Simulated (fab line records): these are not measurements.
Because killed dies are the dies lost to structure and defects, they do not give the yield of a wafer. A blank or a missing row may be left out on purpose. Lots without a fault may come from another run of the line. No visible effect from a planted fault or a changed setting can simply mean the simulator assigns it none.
A struck lot beside a sound one -- flow berkeley cmos170 -- 14 steps out of a route of 331
Sound: the wafers L542.3, L542.5, L542.6. The struck wafers were L535.2, L535.3, L535.5. Last of all comes the cause.
Order at every step that has rows: each side's tool, ch and its chambers, its first start. Under that, the readings that differ: sound wafers -- struck wafers -- difference of the means -- sigmas: that difference in standard deviations of wafers without a fault.
alike: same words and numbers on both sides, and readings whose means sit less than 2 such deviations apart. not compared: any withheld reading, any reading some wafer has no value for, any bound like >300 that may hide the same value, and any number with overlapping values for which the record gives no deviation.
A row with sigmas, a row that says differs or no value, or rows on one side alone: a step with any of these is where the two part. Non-overlapping numbers with no deviation appear without sigmas and do not part them. A reading missing from all wafers of one side parts the sides only when that side holds two or more wafers.

UCB170_GATE_CD_MEAS_12 targets a cd of 350 nm.
  sound on cd sem-01, day 10 09:58; struck on cd sem-01, day 9 13:46
  alike: cd nm
UCB170_GATE_OVL_MEAS_13:
  sound on overlay-02, day 10 10:04; struck on overlay-01, day 9 13:53
  alike: GATE_OVL
UCB170_GATE_ETCH_14: etches BARC in N2/H2.
  sound on rie diel-02 ch 0,2, day 10 10:05; struck on rie diel-03 ch 0,1,2, day 9 13:55
reading,sound,struck,difference,sigmas
oes product au (a.u.),0.977 0.987 0.978,1.008 1.022 1.014,+0.034,+2
  alike: drypump motor current A, throttle valve pct
UCB170_GATE_ETCH_15: etches poly-Si in HBr/Cl2, stops on SiO2, time 56.3 s, target depth 278.2 nm.
  sound on rie si-01 ch 0,3, day 10 10:07; struck on rie si-01 ch 0,2, day 9 13:57
  alike: drypump motor current A, oes product au, throttle valve pct
  not compared: rf hours counter h
UCB170_GATE_STRIP_16: strips in O2.
  sound on plasma asher-02 ch 0,1, day 10 10:13; struck on plasma asher-02 ch 0, day 9 14:00
  alike: drypump motor current A, oes product au
  not compared: rf hours counter h
UCB170_GATE_CD_MEAS_90 targets a cd of 350 nm.
  sound on cd sem-02, day 10 10:19; struck on cd sem-02, day 9 14:07
  alike: cd nm
then, 6 steps without rows for these wafers: UCB170_GATE_CLEAN_17 (cleans in SPM, time 600 s); UCB170_PLDD_HMDS_00 (prime time 60 s); UCB170_PLDD_COAT_01 (resist thk 900 nm); UCB170_PLDD_SOFTBAKE_02 (time 60 s); UCB170_PLDD_EXPOSE_03 (exposes mask PSELECT, target cd 1200 nm); UCB170_PLDD_PEB_04.
UCB170_PLDD_DEVELOP_05: develop time 45 s.
  struck on litho track-04, day 9 18:00; sound on litho track-04 ch 0, day 10 11:00
  no value came back on the struck wafers for chill plate temp C (C), develop time s (s), developer temp C (C); on the sound wafers chill plate temp C (C) reads 22.92 23.15 22.97
reading,sound,struck,difference,sigmas
model.KrF_of_PLDD_COAT_01.thk nm (nm),882.3 880.7 883.2,904.4 902.4 902.9,+21.2,
UCB170_PLDD_CD_MEAS_06 targets a cd of 1200 nm.
  sound on cd sem-01, day 10 11:50; struck on cd sem-02, day 9 18:32
reading,sound,struck,difference,sigmas
cd nm (nm),1199.0 1199.6 1198.5,- - -,no value on the struck wafers,

WHERE THEY PART
At UCB170_GATE_ETCH_14 first; at UCB170_PLDD_CD_MEAS_06 last (within this record only).

WHY: the cause the simulator had injected
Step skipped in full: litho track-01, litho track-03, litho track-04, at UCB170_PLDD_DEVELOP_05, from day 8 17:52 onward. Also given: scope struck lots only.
